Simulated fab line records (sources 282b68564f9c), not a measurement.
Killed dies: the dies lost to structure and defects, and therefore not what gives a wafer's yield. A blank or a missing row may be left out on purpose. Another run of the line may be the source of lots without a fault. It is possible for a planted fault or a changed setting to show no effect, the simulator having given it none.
fab line records	flow rit_cmos
record lots=5	wafers=23
route steps=202 shown PSD@143 SILICIDE@162 CONTACT@175 M1@196
start_h: hours from the record's opening day to when the first of the lot's shown wafers began	wait_h: time in hours since the lot's previous step	" as in the row above	L1.1+2: a single row standing in for several wafers	- no value, or no start was given	* or withheld: withheld	< > ~ a bound
route shown NAME@n: NAME is a module with steps in the file, n the number in the route of the first one	usual: mean/standard deviation of fault-free wafers	same: alike in all rows	chamber/n: place in a boat	sites: the reading at each site	_std_site: their standard deviation	_edge_site: the outer-site mean with the inner-site mean subtracted	radius_mm: for every site, how far away it sits from the centre of the wafer	mask NAME#n: copy n	behind: the tool/chamber that last shaped the wafer	hold: reason for holding the lot/hours on hold/outcome of the hold	device: whichever transistor did not switch (one of n, p or np)	end of line: at the end of the route, the tests of the same wafers	a step given without rows: its recipe and nothing more	killed: not the wafer's yield, but the dies lost to structure and defects at the first sort	map: the dies of a wafer, with x for killed, . for not killed, _ for no die there
set.NAME: the setting that was run; set.NAME@STEP: the one run at that earlier step	model.NAME: the simulator's own value behind a step, which no gauge read
lots whose settings were changed on purpose; a table a step, a row a wafer
## steps
# step RIT_PSD_COAT_01
# recipe resist=NOVOLAK	spin_rpm=3250	resist_thk_nm=1000
lot.wafer	tool	chamber	start_h	wait_h	set.spin_rpm	model.NOVOLAK_of_PSD_COAT_01.thk_nm
L076.1	litho_track-02	0	64.31	0.1	3250	999
L076.4	"	0	"	"	3250	996.4
L076.5	"	0	"	"	3250	999.5
L077.1	litho_track-02	0	64.98	0.1	3475	967.8
L077.2	"	0	"	"	3250	1000
L077.3	"	0	"	"	3475	963
L077.4	"	0	"	"	3250	999.3
L077.6	"	0	"	"	3475	966.5
L079.2	litho_track-03	0	77.51	0.1	3360	983.9
L079.3	"	0	"	"	3250	1001
L079.4	"	0	"	"	3250	998.5
L079.5	"	0	"	"	3360	984.8
L079.6	"	0	"	"	3250	1002
L082.2+3	litho_track-02	0	94.16	0.1	3137	1016
L082.4	"	0	"	"	3250	998
L082.5	"	0	"	"	3250	995.5
L082.6	"	0	"	"	3250	1000
L085.1	litho_track-03	0	106.21	0.1	3250	997.5
L085.2	"	0	"	"	3046	1030
L085.3	"	0	"	"	3250	1001
L085.4	"	0	"	"	3250	1002
L085.5	"	0	"	"	3046	1033
# step RIT_PSD_SOFTBAKE_02
# recipe resist=NOVOLAK	temp_c=90	time_s=60
# step RIT_PSD_EXPOSE_03
# recipe mask_id=M10	na=0.57	target_cd_nm=40900	dose_mj=250
# step RIT_PSD_DEVELOP_05
# recipe resist=NOVOLAK	develop_time_s=50	dev_temp_c=23
# step RIT_PSD_HARDBAKE_07
# recipe resist=NOVOLAK	temp_c=140	time_s=60
lot.wafer	tool	chamber	start_h	wait_h	set.spin_rpm@PSD_COAT_01	model.NOVOLAK_of_PSD_COAT_01.thk_nm
L076.1	litho_track-04	0	65.17	0.0	3250	882.9
L076.4	"	0	"	"	3250	880.6
L076.5	"	0	"	"	3250	883.4
L077.1	litho_track-02	0	65.84	0.0	3475	855.6
L077.2	"	0	"	"	3250	883.7
L077.3	"	0	"	"	3475	851.3
L077.4	"	0	"	"	3250	883.2
L077.6	"	0	"	"	3475	854.4
L079.2	litho_track-04	0	78.25	0.0	3360	869.7
L079.3	"	0	"	"	3250	884.7
L079.4	"	0	"	"	3250	882.5
L079.5	"	0	"	"	3360	870.4
L079.6	"	0	"	"	3250	885.9
L082.2	litho_track-03	0	94.90	0.0	3137	897.7
L082.3	"	0	"	"	3137	897.5
L082.4	"	0	"	"	3250	882
L082.5	"	0	"	"	3250	879.9
L082.6	"	0	"	"	3250	884
L085.1	litho_track-03	0	106.96	0.0	3250	881.5
L085.2	"	0	"	"	3046	910.2
L085.3	"	0	"	"	3250	885
L085.4	"	0	"	"	3250	885.2
L085.5	"	0	"	"	3046	912.2
# step RIT_SILICIDE_SPUTTER_01
# recipe material=Ti	target_thk_nm=30	power_w=350	chamber_pressure_pa=0.667	gas=Ar	time_s=240	substrate_temp_c=25
lot.wafer	tool	chamber	start_h	wait_h	set.power_w	model.Ti_of_SILICIDE_SPUTTER_01.thk_nm
L076.1	pvd_sputter-04	-	66.71	0.0	350	29.43
L076.4	"	-	"	"	350	29.45
L076.5	"	-	"	"	350	29.18
L077.1	pvd_sputter-02	-	67.38	0.0	350	29.74
L077.2	"	-	"	"	350	29.47
L077.3	"	-	"	"	350	29.11
L077.4	"	-	"	"	350	29.25
L077.6	"	-	"	"	350	29.62
L079.2	pvd_sputter-02	-	79.89	0.0	350	29.87
L079.3	"	-	"	"	324.4	27.85
L079.4	"	-	"	"	350	29.34
L079.5	"	-	"	"	324.4	27.55
L079.6	"	-	"	"	350	29.42
L082.2	pvd_sputter-01	-	96.33	0.0	389.2	33.03
L082.3	"	-	"	"	350	29.46
L082.4	"	-	"	"	350	29.68
L082.5	"	-	"	"	389.2	33.12
L082.6	"	-	"	"	350	29.5
L085.1	pvd_sputter-02	-	108.44	0.0	373.2	31.63
L085.2	"	-	"	"	350	29.48
L085.3	"	-	"	"	373.2	31.58
L085.4	"	-	"	"	350	29.23
L085.5	"	-	"	"	350	29.16
# step RIT_SILICIDE_RS_MEAS_02
# recipe thk_meas_gauge=four-point-probe	reads=Ti_of_SILICIDE_SPUTTER_01
# usual SILICIDE_TI_RS=48.6/0.68
lot.wafer	tool	chamber	start_h	wait_h	set.power_w@SILICIDE_SPUTTER_01	SILICIDE_TI_RS[ohm/sq]
L076.1	film_metro-01	-	66.86	0.1	350	49.0
L076.4	"	-	"	"	350	49.0
L076.5	"	-	"	"	350	49.6
L077.1	film_metro-01	-	67.53	0.1	350	48.5
L077.2	"	-	"	"	350	49.0
L077.3	"	-	"	"	350	49.6
L077.4	"	-	"	"	350	49.4
L077.6	"	-	"	"	350	48.7
L079.2	film_metro-04	-	80.06	0.1	350	48.2
L079.3	"	-	"	"	324.4	52.6
L079.4	"	-	"	"	350	49.3
L079.5	"	-	"	"	324.4	53.2
L079.6	"	-	"	"	350	49.0
L082.2	film_metro-01	-	96.50	0.1	389.2	42.4
L082.3	"	-	"	"	350	49.0
L082.4	"	-	"	"	350	48.5
L082.5	"	-	"	"	389.2	42.3
L082.6	"	-	"	"	350	48.8
L085.1	film_metro-01	-	108.59	0.1	373.2	44.9
L085.2	"	-	"	"	350	49.0
L085.3	"	-	"	"	373.2	44.8
L085.4	"	-	"	"	350	49.4
L085.5	"	-	"	"	350	49.7
# step RIT_SILICIDE_THK_MEAS_03
# recipe thk_meas_gauge=xrf	reads=Ti_of_SILICIDE_SPUTTER_01
# usual SILICIDE_TI_THK=30.0/0.37
lot.wafer	tool	chamber	start_h	wait_h	set.power_w@SILICIDE_SPUTTER_01	SILICIDE_TI_THK[nm]
L076.1	film_metro-01	-	66.98	0.1	350	29.8
L076.4	"	-	"	"	350	29.5
L076.5	"	-	"	"	350	29.5
L077.1	film_metro-01	-	67.65	0.1	350	30.0
L077.2	"	-	"	"	350	29.7
L077.3	"	-	"	"	350	29.4
L077.4	"	-	"	"	350	29.6
L077.6	"	-	"	"	350	30.0
L079.2	film_metro-04	-	80.17	0.1	350	30.3
L079.3	"	-	"	"	324.4	28.2
L079.4	"	-	"	"	350	29.6
L079.5	"	-	"	"	324.4	27.9
L079.6	"	-	"	"	350	29.8
L082.2	film_metro-01	-	96.61	0.1	389.2	33.6
L082.3	"	-	"	"	350	29.9
L082.4	"	-	"	"	350	30.1
L082.5	"	-	"	"	389.2	33.5
L082.6	"	-	"	"	350	29.9
L085.1	film_metro-01	-	108.71	0.1	373.2	32.2
L085.2	"	-	"	"	350	29.9
L085.3	"	-	"	"	373.2	32.0
L085.4	"	-	"	"	350	29.6
L085.5	"	-	"	"	350	29.4
# step RIT_CONTACT_DEVELOP_07
# recipe resist=NOVOLAK	develop_time_s=120	dev_temp_c=23
lot.wafer	tool	chamber	start_h	wait_h	set.develop_time_s
L076.1+4+5	litho_track-04	0	-	-	120
L077.1+3+4	litho_track-03	0	-	-	120
L077.2+6	"	0	"	"	124.9
L079.2+4+5	litho_track-04	0	-	-	120
L079.3+6	"	0	"	"	126
L082.2+4+6	litho_track-03	0	-	-	113.1
L082.3+5	"	0	"	"	120
L085.1+2+5	litho_track-03	0	-	-	120
L085.3+4	"	0	"	"	104.3
# step RIT_CONTACT_CD_MEAS_08
# recipe target_cd_nm=1000
# usual cd_nm=1000.2/2.6
lot.wafer	tool	chamber	start_h	wait_h	set.develop_time_s@CONTACT_DEVELOP_07	cd_nm
L076.1	cd_sem-01	-	68.37	-	120	999.9
L076.4	"	-	"	"	120	1001.5
L076.5	"	-	"	"	120	999.7
L077.1	cd_sem-01	-	69.09	-	120	1003.6
L077.2	"	-	"	"	124.9	1007.0
L077.3	"	-	"	"	120	1001.8
L077.4	"	-	"	"	120	1004.5
L077.6	"	-	"	"	124.9	1006.9
L079.2	cd_sem-01	-	81.69	-	120	1002.1
L079.3	"	-	"	"	126	1002.2
L079.4	"	-	"	"	120	998.3
L079.5	"	-	"	"	120	1000.7
L079.6	"	-	"	"	126	1004.6
L082.2	cd_sem-01	-	97.93	-	113.1	993.7
L082.3	"	-	"	"	120	998.8
L082.4	"	-	"	"	113.1	992.3
L082.5	"	-	"	"	120	999.1
L082.6	"	-	"	"	113.1	992.1
L085.1	cd_sem-01	-	110.02	-	120	1002.1
L085.2	"	-	"	"	120	1005.1
L085.3	"	-	"	"	104.3	990.3
L085.4	"	-	"	"	104.3	991.0
L085.5	"	-	"	"	120	1002.3
# step RIT_CONTACT_HARDBAKE_10
# recipe resist=NOVOLAK	temp_c=140	time_s=60
# step RIT_CONTACT_ETCH_11
# recipe target_depth_a=4800	over_etch_frac=0.2	stop_on=TiSi2	chemistry=CHF3/CF4/Ar	target=SiO2	CHF3_flow_sccm=50	cf4_flow_sccm=10	Ar_flow_sccm=100	O2_flow_sccm=5	pressure_mtorr=100	rf_w=200	time_s=320
lot.wafer	tool	chamber	start_h	wait_h	set.develop_time_s@CONTACT_DEVELOP_07	model.CONTACT.cd_nm
L076.1	rie_diel-02	3	68.67	0.1	120	1000
L076.4	"	0	"	"	120	1001
L076.5	"	1	"	"	120	999.9
L077.1	rie_diel-03	2	69.40	0.1	120	1004
L077.2+6	"	3,2	"	"	124.9	1007
L077.3	"	1	"	"	120	1002
L077.4	"	3	"	"	120	1005
L079.2	rie_diel-02	3	81.98	0.1	120	1002
L079.3	"	0	"	"	126	1002
L079.4	"	2	"	"	120	998.3
L079.5	"	1	"	"	120	1001
L079.6	"	0	"	"	126	1004
L082.2	rie_diel-03	1	98.21	0.1	113.1	993.8
L082.3	"	0	"	"	120	999.1
L082.4	"	2	"	"	113.1	993.2
L082.5	"	1	"	"	120	998.8
L082.6	"	0	"	"	113.1	992.4
L085.1	rie_diel-01	3	110.32	0.1	120	1002
L085.2	"	1	"	"	120	1004
L085.3	"	0	"	"	104.3	990.3
L085.4	"	0	"	"	104.3	990.8
L085.5	"	1	"	"	120	1001
# step RIT_CONTACT_STRIP_12
# recipe chemistry=O2	time_s=180	resist=NOVOLAK	platen_temp_c=withheld	power_w=500	pressure_mtorr=4000	o2_flow_sccm=4000
# step RIT_CONTACT_CD_MEAS_90
# recipe target_cd_nm=1000
# usual cd_nm=1000.2/2.5
lot.wafer	tool	chamber	start_h	wait_h	set.develop_time_s@CONTACT_DEVELOP_07	cd_nm
L076.1	cd_sem-02	-	69.04	0.1	120	1000.3
L076.4	"	-	"	"	120	1001.0
L076.5	"	-	"	"	120	999.8
L077.1	cd_sem-02	-	69.77	0.1	120	1003.9
L077.2	"	-	"	"	124.9	1007.2
L077.3	"	-	"	"	120	1001.1
L077.4	"	-	"	"	120	1004.7
L077.6	"	-	"	"	124.9	1007.3
L079.2	cd_sem-02	-	82.46	0.2	120	1002.2
L079.3	"	-	"	"	126	1002.6
L079.4	"	-	"	"	120	998.5
L079.5	"	-	"	"	120	1000.5
L079.6	"	-	"	"	126	1004.1
L082.2	cd_sem-02	-	98.60	0.1	113.1	993.7
L082.3	"	-	"	"	120	998.9
L082.4	"	-	"	"	113.1	993.2
L082.5	"	-	"	"	120	999.0
L082.6	"	-	"	"	113.1	992.4
L085.1	cd_sem-02	-	110.69	0.1	120	1002.2
L085.2	"	-	"	"	120	1004.2
L085.3	"	-	"	"	104.3	990.3
L085.4	"	-	"	"	104.3	990.5
L085.5	"	-	"	"	120	1000.8
# step RIT_M1_METAL_ETCH_12
# recipe stop_on=SiO2	chemistry=Cl2/BCl3	target=Al	time_s=165	over_etch_frac=0.5	pressure_mtorr=100	target_depth_a=6000	rf_w=250	Cl2_flow_sccm=60	bcl3_flow_sccm=50
lot.wafer	tool	chamber	start_h	wait_h	set.time_s	model.NOVOLAK_of_M1_COAT_04.thk_nm
L076.1	rie_metal-02	0	71.33	0.2	165	807.7
L076.4	"	1	"	"	165	788.7
L076.5	"	0	"	"	165	806.5
L077.1	rie_metal-01	1	72.21	0.2	165	818.1
L077.2	"	0	"	"	165	802.1
L077.3	"	1	"	"	165	820
L077.4	"	0	"	"	183.3	765.2
L077.6	"	0	"	"	183.3	770.4
L079.2	rie_metal-02	1	84.69	0.2	165	795.2
L079.3	"	0	"	"	165	811.8
L079.4	"	1	"	"	165	797.1
L079.5	"	1	"	"	165	797.3
L079.6	"	0	"	"	165	810.4
L082.2	rie_metal-02	1	100.81	0.2	181.2	760
L082.3	"	1	"	"	181.2	757.5
L082.4	"	0	"	"	165	798.4
L082.5	"	1	"	"	181.2	759
L082.6	"	0	"	"	165	800.9
L085.1	rie_metal-02	0	113.06	0.2	165	807.7
L085.2	"	1	"	"	165	801.8
L085.3	"	0	"	"	165	802.6
L085.4	"	1	"	"	165	801
L085.5	"	0	"	"	165	808
# step RIT_M1_STRIP_13
# recipe chemistry=nmp	resist=NOVOLAK	temp_c=80	time_s=590	dry=n2_spin
# step RIT_M1_STRIP_14
# recipe chemistry=O2	time_s=180	platen_temp_c=withheld	power_w=500	pressure_mtorr=4000	o2_flow_sccm=4000
# step RIT_M1_ANNEAL_15
# recipe temp_c=450	time_s=1800	ambient=forming_gas_H2N2
# step RIT_M1_PROBE_99
lot.wafer	tool	chamber	start_h	wait_h	set.dose_mj@GATE_EXPOSE_13	model.etest.pmos_turned.r_on_ohm_um	model.etest.pmos_0p15.r_on_ohm_um	model.etest.nmos_0p15.r_on_ohm_um	model.etest.nmos_0p15.drive_ua_um	model.etest.pmos_0p15.drive_ua_um	model.etest.nmos_turned.drive_ua_um	model.etest.pmos_turned.drive_ua_um
L076.1	prober-02	-	73.60	0.1	380	3549	2850	1187	440.7	244.8	294	180.9
L076.4	prober-02	-	73.75	0.2	380	3599	2887	1238	434.1	242.7	293.3	178.7
L076.5	prober-02	-	73.80	0.2	380	3445	2762	1154	446	250.3	304.9	186.1
L077.1	prober-01	-	76.42	0.1	380	3270	2628	1080	470	266.4	328	202.2
L077.2	prober-01	-	76.47	0.1	380	3193	2592	1108	479.4	274.6	344.6	211.1
L077.3	prober-01	-	76.52	0.2	391.3	2890	2294	983.9	565.2	320.9	378.8	231
L077.4	prober-01	-	76.57	0.2	391.3	2742	2184	972.3	567.5	333.8	391.3	248
L077.6	prober-01	-	76.67	0.2	391.3	2813	2180	1002	554.6	330.2	369	240.9
L079.2	prober-01	-	87.06	0.1	380	3702	2995	1237	399.8	222.4	287.9	166.8
L079.3	prober-01	-	87.11	0.2	380	3836	3067	1163	399.9	210.5	281.5	154.2
L079.4	prober-01	-	87.16	0.2	380	3662	2914	1198	405.6	228.2	286.6	169.9
L079.5	prober-01	-	87.21	0.2	380	3667	2945	1213	402.3	224.6	278.6	167.1
L079.6	prober-01	-	87.26	0.2	380	3878	3103	1218	394.1	209.7	280.4	156
L082.2	prober-02	-	103.74	0.1	393.2	2684	2114	933	590.5	355.4	389.5	256.6
L082.3	prober-02	-	103.79	0.2	380	3100	2490	1060	528.9	296.8	362	222.7
L082.4	prober-02	-	103.84	0.2	393.2	2649	2088	936	619.1	364.1	409.1	264.5
L082.5	prober-02	-	103.89	0.2	380	3031	2465	1034	521.2	302.4	359.9	227.7
L082.6	prober-02	-	103.94	0.2	393.2	2762	2157	945.1	610.8	353.5	398.5	251.7
L085.1	prober-01	-	115.32	0.1	380	3222	2585	1064	512	279.7	353.5	206.1
L085.2	prober-01	-	115.37	0.1	380	3310	2649	1078	512.3	275.8	347.7	198.4
L085.3	prober-01	-	115.42	0.2	380	3251	2594	1054	519	279.3	354.8	204
L085.4	prober-01	-	115.47	0.2	380	3257	2587	1034	510.2	276.7	343.7	200.3
L085.5	prober-01	-	115.52	0.2	380	3180	2531	1030	507.7	279.9	349.4	205.6
# killed by level:class
L076.1 GATE:geometric_particle:open=6 REOX:geometric_particle:open=1 SPACER:geometric_particle:open=1 SILICIDE:geometric_particle:short=1
L076.4 GATE:geometric_particle:short=2 FOX1:geometric_particle:short=1 GATE:geometric_particle:open=1 REOX:geometric_particle:short=1 REOX:geometric_particle:open=1
L076.5 GATE:geometric_particle:short=2 GATE:geometric_particle:open=1 REOX:geometric_particle:short=1 SPACER:geometric_particle:short=1 SPACER:geometric_particle:open=1 SILICIDE:geometric_particle:open=1 SILICIDE:geometric_particle:short=1
## key
split step=RIT_PSD_COAT_01	setting=spin_rpm	stated=3250	by=wafer
response step=RIT_PSD_COAT_01	reading=model.NOVOLAK_of_PSD_COAT_01.thk_nm	change=-4.94	per=1%	r=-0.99
response step=RIT_PSD_HARDBAKE_07	reading=model.NOVOLAK_of_PSD_COAT_01.thk_nm	change=-4.33	per=1%	r=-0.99
split step=RIT_SILICIDE_SPUTTER_01	setting=power_w	stated=350	by=wafer
response step=RIT_SILICIDE_SPUTTER_01	reading=model.Ti_of_SILICIDE_SPUTTER_01.thk_nm	change=+0.307	per=1%	r=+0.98
response step=RIT_SILICIDE_RS_MEAS_02	reading=SILICIDE_TI_RS	change=-0.588	per=1%	r=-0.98
response step=RIT_SILICIDE_THK_MEAS_03	reading=SILICIDE_TI_THK	change=+0.316	per=1%	r=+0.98
split step=RIT_CONTACT_DEVELOP_07	setting=develop_time_s	stated=120	by=wafer
response step=RIT_CONTACT_CD_MEAS_08	reading=cd_nm	change=+0.932	per=1%	r=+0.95
response step=RIT_CONTACT_ETCH_11	reading=model.CONTACT.cd_nm	change=+0.897	per=1%	r=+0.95
response step=RIT_CONTACT_CD_MEAS_90	reading=cd_nm	change=+0.901	per=1%	r=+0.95
split step=RIT_M1_METAL_ETCH_12	setting=time_s	stated=165	by=wafer
response step=RIT_M1_METAL_ETCH_12	reading=model.NOVOLAK_of_M1_COAT_04.thk_nm	change=-4.13	per=1%	r=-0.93
split outside_this_file step=RIT_GATE_EXPOSE_13 setting=dose_mj
# split outside_this_file: this setting was split too, and the file shows its column; the key of that split is in another file
